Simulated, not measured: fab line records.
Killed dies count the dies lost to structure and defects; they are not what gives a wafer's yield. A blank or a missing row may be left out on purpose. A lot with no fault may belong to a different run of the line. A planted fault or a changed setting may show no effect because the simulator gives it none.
Problem report, 8D (eight disciplines) form, completed by code | flow berkeleyCmos170 | the parts of the form that need people (team, actions taken, sign-off) are left out

## 1. WHAT IS WRONG
At UCB170_M1_CD_MEAS_90, cdNm averages 713.4 nm over 6 wafers from 2 lots, while fault-free wafers read 700.0 nm, standard deviation 1.7. Relative to the usual mean, that is a shift of +7.9 standard deviations.
The step: target cd 700 nm.
First observed at day 11 12:31: wafer L129.3, on cdSem-01. At this step, 42 wafers from 14 lots have a number in the record. By rule, "out" or "out of limits" means more than 4 standard deviations away from the usual mean. All remaining wafers that have a number are taken as sound.

## 2. WHAT IT IS AND WHAT IT IS NOT
question                    | is                     | is not
which readings at this step | cdNm                   | -
which lots                  | L129, L131             | L110, L112, L114, L115, L117, L118, L119, L120, L121, L122, L123, L127
which wafers of those lots  | all that have a number | -
read on which gauges        | cdSem-01, cdSem-02     | -
when                        | from day 11 12:31      | up to then (36 sound wafers)

## 3. THE SUSPECTS, EACH WITH WHAT RULES IT OUT
Counting: a tool at any process step up to the reading remains a suspect when it ran all the lots that are out and ran no sound lot after the first of those.
- the gauge at UCB170_M1_CD_MEAS_90 is ruled out. Those wafers that are out were read across 2 gauges (cdSem-01, cdSem-02).
- rieMetal-02 at UCB170_M1_METAL_ETCH_12 (etches Al in Cl2/BCl3, stops on PSG, target depth 780 nm, time 130 s): kept. It ran every lot that is out, first L129 (day 11 12:17), and no sound lot after that; its last sound lot up to then is L123 (day 9 19:20). Its own readings are out on those wafers: oesProductAu, rfFwdPowerW.
The count leaves rieMetal-02 at UCB170_M1_METAL_ETCH_12.

## 4. THE CAUSE (what the simulator had put in)
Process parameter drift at UCB170_M1_METAL_ETCH_12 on rieMetal-02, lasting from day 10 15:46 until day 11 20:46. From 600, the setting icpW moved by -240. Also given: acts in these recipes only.
Only this tool survived the counting.

## 5. SEQUENCE OF EFFECTS, ordered by route
Rows list readings where the struck wafers' mean (over those with a number) sits beyond 3 standard deviations from the usual. Only readings whose record carries a usual standard deviation are examined. hours: median over the lots of the time between each lot's start at the first step of this table that gives one and its start at this step. sigmas: the change, counted in usual standard deviations.
hours | step                    | reading      | usual      | on struck wafers | change | sigmas
0     | UCB170_M1_METAL_ETCH_12 | oesProductAu | 0.863 a.u. | 0.790            | -0.073 | -4.9
0     | UCB170_M1_METAL_ETCH_12 | rfFwdPowerW  | 597.2 W    | 358.9            | -238.3 | -99 or more
0     | UCB170_M1_CD_MEAS_90    | cdNm         | 700.0 nm   | 713.4            | +13.4  | +7.9
It contains these process steps:
- UCB170_M1_METAL_ETCH_12: etches Al in Cl2/BCl3, stops on PSG, target depth 780 nm, time 130 s.

## 6. WHAT WOULD HAVE CAUGHT IT SOONER
Counted from the fault's start at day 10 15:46, it took 21 hours until the first out-of-limits reading at a measuring or inspecting step in this record, taken at day 11 12:31.
The tool's own readings at UCB170_M1_METAL_ETCH_12 were out on every struck wafer that the step has a row for (oesProductAu, rfFwdPowerW): an alarm limit on them would have fired on the first of those.
Of the lots that are out (2), L131 began UCB170_M1_METAL_ETCH_12 on rieMetal-02 after day 11 12:31. A tool hold placed at that time would have kept it from harm.
